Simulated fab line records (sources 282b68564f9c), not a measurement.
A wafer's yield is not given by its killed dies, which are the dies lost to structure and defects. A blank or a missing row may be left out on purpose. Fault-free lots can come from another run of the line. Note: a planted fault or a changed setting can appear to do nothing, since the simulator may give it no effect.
fab line records	flow rit_cmos
record: lots: 6	wafers: 18	last_day: 8
route steps=202 shown ACTIVE@5 M1@202
lots that met no fault: from a run of the same line without faults
start_h: the number of hours between the record's first day and the start of the first shown wafer of the lot	wait_h: hours from the lot's prior step to this one	" identical to the entry in the row above	L1.1+2: a row that stands for several wafers	- value missing, or start not given	* or withheld: withheld	< > ~ a bound
route shown NAME@n: a module of which the file shows steps, and the number in the route of the first	usual: mean and standard deviation over wafers with no fault	same: alike in all rows	chamber/n: place in a boat	sites: per-site readings	_std_site: standard deviation across them	_edge_site: inner sites' mean taken away from outer sites' mean	radius_mm: for every site, how far away it sits from the centre of the wafer	mask NAME#n: copy n	behind: tool/chamber where the wafer was last shaped	hold: why the lot went on hold/how many hours it stayed there/how the hold came to an end	device: the n, p or np transistor that did not switch	end of line: the route-end tests of the same wafers	a step without rows: its recipe alone	killed: the dies lost at the first sort to structure and to defects; this is not the yield of the wafer	map: dies across one wafer; x = killed, . = not, _ = none there
set.NAME: the run value of the setting; set.NAME@STEP: its run value at that earlier step	model.NAME: the simulator's own value behind a step, which no gauge read
lots at some steps of the route; a table a step, a row a wafer
services: when a tool's chamber went out of use (start_h, in hours from the record's first day, below 0 if earlier), for how many hours, and the reason
== steps ==
step: RIT_ACTIVE_THK_MEAS_04
recipe: reads: Si3N4_of_ACTIVE_CVD_03
usual: ACTIVE_NITRIDE_THK: 150.3/1.4
lot.wafer	tool	chamber	start_h	wait_h	ACTIVE_NITRIDE_THK[nm]
L936.2	film_metro-04	-	23.73	0.0	147.9
L936.3	"	-	"	"	149.9
L936.4	"	-	"	"	147.8
L947.3	film_metro-01	-	78.55	0.0	151.3
L947.4	"	-	"	"	150.0
L947.6	"	-	"	"	150.7
L948.2	film_metro-01	-	84.57	0.0	151.6
L948.3	"	-	"	"	151.7
L948.5	"	-	"	"	153.1
L949.1	film_metro-02	-	89.30	0.0	149.6
L949.3	"	-	"	"	150.1
L949.6	"	-	"	"	149.5
L950.3	film_metro-02	-	93.97	0.0	148.8
L950.5	"	-	"	"	149.5
L950.6	"	-	"	"	149.2
L957.2	film_metro-02	-	129.41	0.0	150.9
L957.5	"	-	"	"	150.7
L957.6	"	-	"	"	151.7
step: RIT_ACTIVE_HMDS_05
recipe: prime_time_s: 60	prime_temp_c: 140
step: RIT_ACTIVE_COAT_06
recipe: resist: NOVOLAK	spin_rpm: 3250	resist_thk_nm: 1000
step: RIT_ACTIVE_SOFTBAKE_07
recipe: resist: NOVOLAK	temp_c: 90	time_s: 60
step: RIT_ACTIVE_EXPOSE_08
recipe: mask_id: M1	na: 0.6	source_shape: conventional	sigma_outer: 0.6	target_cd_nm: 1400	dose_mj: 221.2
step: RIT_ACTIVE_PEB_09
recipe: resist: NOVOLAK	temp_c: withheld	time_s: withheld
step: RIT_ACTIVE_DEVELOP_10
recipe: resist: NOVOLAK	develop_time_s: 50	dev_temp_c: 23
step: RIT_ACTIVE_CD_MEAS_11
recipe: target_cd_nm: 1400
usual: cd_nm: 1400.2/2
lot.wafer	tool	chamber	start_h	wait_h	cd_nm
L936.2	cd_sem-01	-	24.65	-	1399.5
L936.3	"	-	"	"	1399.4
L936.4	"	-	"	"	1397.1
L947.3	cd_sem-02	-	79.48	-	1403.7
L947.4	"	-	"	"	1403.4
L947.6	"	-	"	"	1400.8
L948.2	cd_sem-02	-	85.49	-	1401.9
L948.3	"	-	"	"	1401.8
L948.5	"	-	"	"	1402.4
L949.1	cd_sem-01	-	90.21	-	1396.9
L949.3	"	-	"	"	1397.2
L949.6	"	-	"	"	1397.3
L950.3	cd_sem-01	-	95.02	-	1400.8
L950.5	"	-	"	"	1399.2
L950.6	"	-	"	"	1398.6
L957.2	cd_sem-01	-	130.39	-	1398.2
L957.5	"	-	"	"	1398.8
L957.6	"	-	"	"	1397.8
step: RIT_ACTIVE_HARDBAKE_12
recipe: resist: NOVOLAK	temp_c: 140	time_s: 60
step: RIT_ACTIVE_ETCH_13
recipe: stop_on: SiO2	chemistry: SF6	target: Si3N4	time_s: 210	over_etch_frac: 0.4	SF6_flow_sccm: 200	pressure_mtorr: 260	rf_w: 125	target_depth_a: 2100
usual: drypump_motor_current_A: 5.5/0.36	oes_product_au: 0.819/0.014	rf_fwd_power_W: 124.6/0.37	throttle_valve_pct: 7.52/0.095
lot.wafer	tool	chamber	start_h	wait_h	drypump_motor_current_A	oes_product_au	rf_fwd_power_W	rf_hours_counter_h	throttle_valve_pct
L936.2	rie_diel-02	3	24.90	0.1	5.5	0.787	124.5	2	7.45
L936.3	"	1	"	"	5.9	0.831	123.9	79	7.56
L936.4	"	2	"	"	4.7	0.828	124.4	135	7.68
L947.3	rie_diel-02	1	79.71	0.1	5.9	0.842	124.9	80	7.56
L947.4	"	0	"	"	5.6	0.812	124.5	146	7.32
L947.6	"	1	"	"	5.9	0.837	124.6	-	7.55
L948.2	rie_diel-03	0	85.74	0.1	5.6	0.833	124.1	100	7.60
L948.3	"	1	"	"	5.5	0.833	125.1	160	7.60
L948.5	"	0	"	"	5.6	0.822	124.0	-	7.61
L949.1	rie_diel-03	2	90.53	0.1	5.6	0.826	124.3	76	7.49
L949.3	"	0	"	"	5.6	0.815	125.5	100	7.60
L949.6	"	1	"	"	5.5	0.819	124.8	-	7.62
L950.3	rie_diel-03	2	95.25	0.1	5.6	0.828	124.5	76	7.48
L950.5	"	0	"	"	5.6	0.821	124.3	-	7.62
L950.6	"	3	"	"	5.3	0.813	124.2	-	7.50
L957.2	rie_diel-04	1	130.64	0.1	5.7	0.816	125.0	30	7.39
L957.5	"	0	"	"	5.9	0.819	124.8	-	7.44
L957.6	"	3	"	"	4.8	0.785	124.8	-	7.65
step: RIT_ACTIVE_STRIP_14
recipe: chemistry: O2	time_s: 180	resist: NOVOLAK	platen_temp_c: withheld	power_w: 500	pressure_mtorr: 4000	o2_flow_sccm: 4000
usual: drypump_motor_current_A: 5.9/0.6
lot.wafer	tool	chamber	start_h	wait_h	drypump_motor_current_A	rf_hours_counter_h
L936.2	plasma_asher-02	1	25.03	0.1	4.8	34
L936.3	"	1	"	"	4.8	-
L936.4	"	0	"	"	6.0	-
L947.3	plasma_asher-03	0	79.90	0.1	6.2	-
L947.4	"	1	"	"	6.5	-
L947.6	"	1	"	"	6.6	-
L948.2	plasma_asher-04	1	85.87	0.1	5.3	30
L948.3	"	1	"	"	5.3	-
L948.5	"	0	"	"	6.3	-
L949.1	plasma_asher-04	1	90.66	0.1	5.3	31
L949.3	"	0	"	"	6.3	-
L949.6	"	1	"	"	5.3	-
L950.3	plasma_asher-04	1	95.45	0.1	5.3	-
L950.5	"	1	"	"	5.3	-
L950.6	"	0	"	"	6.3	-
L957.2	plasma_asher-04	0	130.77	0.1	6.3	35
L957.5	"	0	"	"	6.4	-
L957.6	"	1	"	"	5.3	-
step: RIT_ACTIVE_CD_MEAS_90
recipe: target_cd_nm: 1400
usual: cd_nm: 1400.2/2
lot.wafer	tool	chamber	start_h	wait_h	cd_nm
L936.2	cd_sem-01	-	25.23	0.1	1399.9
L936.3	"	-	"	"	1398.5
L936.4	"	-	"	"	1397.7
L947.3	cd_sem-02	-	80.06	0.1	1403.6
L947.4	"	-	"	"	1403.6
L947.6	"	-	"	"	1401.2
L948.2	cd_sem-01	-	86.07	0.1	1401.5
L948.3	"	-	"	"	1401.9
L948.5	"	-	"	"	1402.3
L949.1	cd_sem-02	-	90.84	0.1	1397.0
L949.3	"	-	"	"	1397.3
L949.6	"	-	"	"	1397.8
L950.3	cd_sem-02	-	95.60	0.1	1401.0
L950.5	"	-	"	"	1400.0
L950.6	"	-	"	"	1398.8
L957.2	cd_sem-02	-	130.97	0.1	1398.4
L957.5	"	-	"	"	1398.9
L957.6	"	-	"	"	1397.5
step: RIT_ACTIVE_CLEAN_15
recipe: chemistry: SC1	mix: 3:3:50	time_s: 600	temp_c: 75
usual: bath_guard_temp_C: 75.2/0.56	bath_heat_duty_pct: 15.5/2.2	temp_c: 75.00/0.11
lot.wafer	tool	chamber	start_h	wait_h	bath_guard_temp_C	bath_heat_duty_pct	temp_c
L936.2	wet_bench-04	0	25.33	0.1	74.1	14.8	75.00
L936.3	"	0	"	"	74.7	17.1	74.81
L936.4	"	0	"	"	75.0	17.0	74.87
L947.3	wet_bench-03	3	80.14	0.1	74.1	17.0	75.11
L947.4	"	3	"	"	74.3	18.4	74.98
L947.6	"	3	"	"	74.4	18.1	75.04
L948.2	wet_bench-03	1	86.17	0.1	-	-	-
L948.3	"	1	"	"	-	-	-
L948.5	"	1	"	"	-	-	-
L949.1	wet_bench-02	3	90.96	0.1	-	-	-
L949.3	"	3	"	"	-	-	-
L949.6	"	3	"	"	-	-	-
L950.3	wet_bench-04	3	95.68	0.1	74.7	12.6	75.16
L950.5	"	3	"	"	74.8	12.0	75.24
L950.6	"	3	"	"	74.5	13.5	75.09
L957.2	wet_bench-04	1	131.07	0.1	75.7	13.7	74.99
L957.5	"	1	"	"	76.0	13.1	75.09
L957.6	"	1	"	"	76.0	13.2	75.04
step: RIT_ACTIVE_CLEAN_16
recipe: chemistry: dHF	dilution: 50:1	time_s: 30
step: RIT_M1_PROBE_99
usual: killed_at_M0_to_M3: 0.0/0.083	killed_at_front_end: 7/3.4	killed_dies: 7/3.4	killed_open: 3.6/2.1	killed_short: 3.5/2.1
same: gross_dies: 264	killed_at_M4_up: 0	killed_at_back_side: 0	killed_at_contacts: 0	killed_at_other: 0
lot.wafer	tool	chamber	start_h	wait_h	killed_at_M0_to_M3	killed_at_front_end	killed_dies	killed_open	killed_short
L936.2	prober-01	-	71.19	0.1	0	8	8	3	5
L936.3	prober-01	-	71.24	0.2	0	8	8	3	5
L936.4	prober-01	-	71.29	0.2	0	9	9	3	6
L948.2	prober-01	-	128.92	0.1	0	8	8	3	5
L949.1	prober-02	-	133.00	0.1	0	5	5	1	4
L949.3	prober-02	-	133.10	0.2	0	8	8	2	6
L949.6	prober-02	-	133.25	0.2	1	4	5	2	3
L950.3	prober-01	-	139.84	0.2	0	9	9	4	5
L950.5	prober-01	-	139.94	0.2	0	5	5	3	2
L950.6	prober-01	-	139.99	0.2	0	5	5	0	5
killed by level:class
L936.2 GATE:geometric_particle:short=2 REOX:geometric_particle:open=2 REOX:geometric_particle:short=2 FOX1:geometric_particle:short=1 FOX1:geometric_particle:open=1
L936.3 SPACER:geometric_particle:open=2 SILICIDE:geometric_particle:short=2 FOX1:geometric_particle:short=1 GATE:geometric_particle:short=1 REOX:geometric_particle:short=1 REOX:geometric_particle:open=1
L936.4 GATE:geometric_particle:short=5 FOX1:geometric_particle:open=1 GATE:geometric_particle:open=1 SPACER:geometric_particle:short=1 SPACER:geometric_particle:open=1
L948.2 GATE:geometric_particle:open=2 REOX:geometric_particle:short=2 FOX1:geometric_particle:short=1 FOX2:geometric_particle:open=1 GATE:geometric_particle:short=1 SILICIDE:geometric_particle:short=1
L949.1 GATE:geometric_particle:short=2 FOX2:geometric_particle:short=1 REOX:geometric_particle:open=1 SPACER:geometric_particle:short=1
L949.3 GATE:geometric_particle:short=3 FOX1:geometric_particle:short=2 SPACER:geometric_particle:open=1 SILICIDE:geometric_particle:open=1 SILICIDE:geometric_particle:short=1
L949.6 FOX1:geometric_particle:short=1 FOX2:geometric_particle:short=1 GATE:geometric_particle:open=1 SILICIDE:geometric_particle:short=1 M1:geometric_particle:open=1
L950.3 GATE:geometric_particle:open=3 GATE:geometric_particle:short=2 REOX:geometric_particle:short=2 SPACER:geometric_particle:short=1 SILICIDE:geometric_particle:open=1
L950.5 SPACER:geometric_particle:open=2 FOX1:geometric_particle:open=1 SPACER:geometric_particle:short=1 SILICIDE:geometric_particle:short=1
L950.6 FOX2:geometric_particle:short=2 REOX:geometric_particle:short=2 GATE:geometric_particle:short=1
== services ==
tool	chamber	start_h	hours	kind
rie_diel-04	0	11.36	3.8	repair
rie_diel-04	-	14.80	0.3	repair
plasma_asher-04	-	28.31	5.7	repair
wet_bench-04	-	30.24	5.9	repair
rie_diel-02	-	40.62	2.8	pm
wet_bench-04	-	49.05	1.7	repair
rie_diel-04	1	59.89	7.6	repair
rie_diel-02	3	65.81	5.9	repair
rie_diel-04	-	66.83	0.9	repair
plasma_asher-03	-	70.37	1.0	repair
plasma_asher-02	-	77.49	2.8	pm
plasma_asher-03	-	93.07	7.8	repair
rie_diel-03	1	93.32	-	clean
rie_diel-03	1	93.32	31.0	scheduled_down
rie_diel-03	1	93.32	31.0	vent_cycle
rie_diel-03	-	94.12	0.2	repair
plasma_asher-02	-	108.75	9.0	pm
plasma_asher-02	0	108.75	9.0	vent_cycle
plasma_asher-02	1	108.75	9.0	vent_cycle
plasma_asher-02	0	117.75	-	clean
plasma_asher-02	1	117.75	-	clean
rie_diel-03	3	129.62	4.2	repair
rie_diel-04	2	129.77	-	clean
rie_diel-04	2	129.77	32.4	scheduled_down
== key ==
first_sign: step: RIT_ACTIVE_CLEAN_15	reading: tool_record	direction: missing
effect none on later readings
met_at RIT_ACTIVE_CLEAN_15
struck_wafers L948.2,L948.3,L948.5,L949.1,L949.3,L949.6
tester_left_out L948,L949
onset_between 80.14 86.17
fault: kind: skipped_step_whole	tool: wet_bench-02,wet_bench-03	chamber: -	onset_h: 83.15	steps: RIT_ACTIVE_CLEAN_15	scope: struck_lots_only
tester_left_out: of these lots the tester's yield and bins aren't shown, on N5 and GAA mostly nor the transistor test; their killed dies are dies lost to structure and defects alone, not to doping, threshold or leakage, so they don't give the yield
